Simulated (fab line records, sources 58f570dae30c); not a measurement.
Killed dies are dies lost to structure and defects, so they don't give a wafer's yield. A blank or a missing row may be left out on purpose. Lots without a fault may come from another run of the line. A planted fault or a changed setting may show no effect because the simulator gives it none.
A struck lot beside a sound one | flow berkeley_cmos170 | 13 steps out of a route of 331
Sound: wafers L321.2, L321.3, L321.6. Struck: wafers L316.1, L316.5, L316.6. The cause comes at the end.
At each step with rows: each side's tool, then ch and its chambers, then its first start. Under that, the readings that differ: sound wafers | struck wafers | difference of the means | sigmas: that difference in standard deviations of wafers without a fault.
alike: readings whose means differ by less than 2 such deviations, and words and numbers that are the same on both sides. not compared: withheld readings, readings that some wafer has no value for, bounds like >300 that may hide the same value, and numbers for which the record gives no deviation and whose values overlap.
The two part at a step that has a row with sigmas, a row that says differs or no value, or rows on one side only. Numbers that don't overlap but have no deviation are shown without sigmas and don't part them. A reading that every wafer of one side lacks parts them only if that side has two wafers or more.

first, 2 steps without rows for these wafers: UCB170_NWELL_PEB_10; UCB170_NWELL_DEVELOP_11 (develop time 45 s).
UCB170_NWELL_OVL_MEAS_12:
  sound on overlay-02, day 6 03:08; struck on overlay-02, day 4 23:37
  alike: NWELL_OVL
UCB170_NWELL_ETCH_13: etches Si3N4 in CH3F/Ar/O2, stops on SiO2, target depth 246.4 nm, time 154 s.
  sound on rie_diel-02 ch 0,2,3, day 6 03:10; struck on rie_diel-01 ch 0,1, day 4 23:39
  reading               | sound             | struck            | difference | sigmas
  oes_product_au (a.u.) | 0.932 0.925 0.931 | 0.950 0.954 0.957 | +0.024     | +2
  alike: drypump_motor_current_A, throttle_valve_pct
  not compared: rf_hours_counter_h
then, 1 step without rows for these wafers: UCB170_NWELL_IMPLANT_14.
UCB170_NWELL_STRIP_15: strips in O2.
  sound on plasma_asher-02 ch 0,1, day 6 03:25; struck on plasma_asher-03 ch 0,1, day 4 23:54
  alike: drypump_motor_current_A, oes_product_au, strip_time_to_endpoint_s
  not compared: rf_hours_counter_h
UCB170_NWELL_TW_MEAS_16:
  sound on film_metro-03, day 6 03:32; struck on film_metro-02, day 5 00:00
  reading  | sound          | struck         | difference | sigmas
  NWELL_TW | 1258 1261 1263 | 1240 1239 1243 | -20        | -3
then, 5 steps without rows for these wafers: UCB170_NWELL_CLEAN_17 (cleans in SPM, time 600 s); UCB170_NWELL_WET_ETCH_18 (etches Si3N4 in H3PO4, time 14400 s); UCB170_NWELL_WET_ETCH_19 (etches SiO2 in BOE, time 22 s); UCB170_PWELL_CLEAN_00 (cleans in SPM, time 600 s); UCB170_PWELL_CLEAN_01 (cleans in dHF, time 60 s).
UCB170_PWELL_OXIDATION_02: target thk 26.4 nm, ox time 1260 s.
  sound on furnace-04 ch 0, day 6 15:46; struck on furnace-03, day 5 08:28
  no value came back on the struck wafers for ox_temp_c (C), ox_temp_c_max, ox_time_s (s), zone_power_source_pct (%); on the sound wafers ox_temp_c (C) reads 999.2 999.4 999.6

WHERE THEY PART
First at UCB170_NWELL_ETCH_13; last, within this record, at UCB170_PWELL_OXIDATION_02.

WHY: what the simulator had put in
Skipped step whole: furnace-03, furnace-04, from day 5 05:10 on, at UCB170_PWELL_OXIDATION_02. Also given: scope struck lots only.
